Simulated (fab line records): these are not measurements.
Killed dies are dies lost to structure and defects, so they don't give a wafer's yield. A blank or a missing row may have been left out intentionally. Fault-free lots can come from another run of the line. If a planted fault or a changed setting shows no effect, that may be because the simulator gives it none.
Which tool is to blame? ; flow rit cmos ; 15 lots, 45 wafers sampled, at 1 step of a route of 202

== WHAT THE GAUGES READ, wafer by wafer ==
No reading from a measuring or inspecting step in the record can be judged against a usual standard deviation.

== EACH LOT AND THE TOOL THAT RAN IT (in order: tool; ch and the chambers of the sampled wafers; start) ==
lot;RIT_GATE_ETCH_19
L731;rie si-02 ch 0,2,3, day 2 12:33
L732;rie si-01 ch 0,1,2, day 2 18:47
L733;rie si-02 ch 0,2, day 3 02:15
L734;rie si-01 ch 0,3, day 3 04:50
L735;rie si-02 ch 0,2,3, day 3 09:46
L736;rie si-01 ch 0,2, day 3 14:00
L737;rie si-02 ch 1,2,3, day 3 19:14
L739;rie si-02 ch 1,3, day 4 06:11
L741;rie si-02 ch 0,2, day 4 15:19
L744;rie si-01 ch 1,3, day 5 07:24
L746;rie si-01 ch 0,1,3, day 5 15:16
L748;rie si-01 ch 1,2,3, day 6 03:29
L749;rie si-02 ch 0,1,2, day 6 07:26
L751;rie si-02 ch 1,2,3, day 6 18:58
L753;rie si-02 ch 1,2, day 7 07:42
- RIT_GATE_ETCH_19: etches poly-Si in SF6/CHF3/O2, stops on SiO2, time 161.2 s, target depth 312.5 nm.

== AS READ BY THE TOOLS THEMSELVES (means over the sampled wafers that have a number; for cases with no such wafer, the mark the record gives instead) ==
RIT_GATE_ETCH_19.
lot;tool;drypump motor current A (A);he backside leak sccm (sccm);oes product au (a.u.);throttle valve pct (%)
L731;rie si-02;6.1;2.43;0.864;10.16
L732;rie si-01;5.6;2.76;0.845;10.22
L733;rie si-02;6.3;2.50;0.866;10.11
L734;rie si-01;4.9;2.62;0.862;10.15
L735;rie si-02;6.1;2.56;0.868;10.16
L736;rie si-01;5.8;2.77;0.873;10.06
L737;rie si-02;6.0;2.36;0.861;10.12
L739;rie si-02;5.6;2.36;0.878;10.06
L741;rie si-02;6.4;2.45;0.864;10.12
L744;rie si-01;4.7;2.64;0.911;10.30
L746;rie si-01;5.1;2.60;0.895;10.25
L748;rie si-01;5.3;2.74;0.886;10.28
L749;rie si-02;6.0;2.39;0.862;10.04
L751;rie si-02;6.0;2.44;0.868;10.12
L753;rie si-02;6.2;2.47;0.870;10.09

== THE ANSWER, worked out from the rows above alone ==
Rule: what is usual is taken from the lots themselves. The widest of any qualifying gaps counts: lots, ordered by their means at a reading, are off when they make up no more than a third of the lots, leave a main group of 4 or more, and stand apart from it by 3 or more times the standard deviation of that group's means. A main group whose means are all the same, to the digits that the tables above print for the reading, isn't used. A lot without any number at a reading at which 4 lots or more have one is off too. Any other lot the step has rows for is counted as sound. First the gauges in route order, then the tools' own readings, where a lot's mean is used as printed above. The first step at which some lot is off is used, and at that step the reading that is off furthest; a lot without a number counts as furthest.
No lot is off at any reading shown: from this, nothing can be told.

== WHAT HAD BEEN PUT IN BY THE SIMULATOR ==
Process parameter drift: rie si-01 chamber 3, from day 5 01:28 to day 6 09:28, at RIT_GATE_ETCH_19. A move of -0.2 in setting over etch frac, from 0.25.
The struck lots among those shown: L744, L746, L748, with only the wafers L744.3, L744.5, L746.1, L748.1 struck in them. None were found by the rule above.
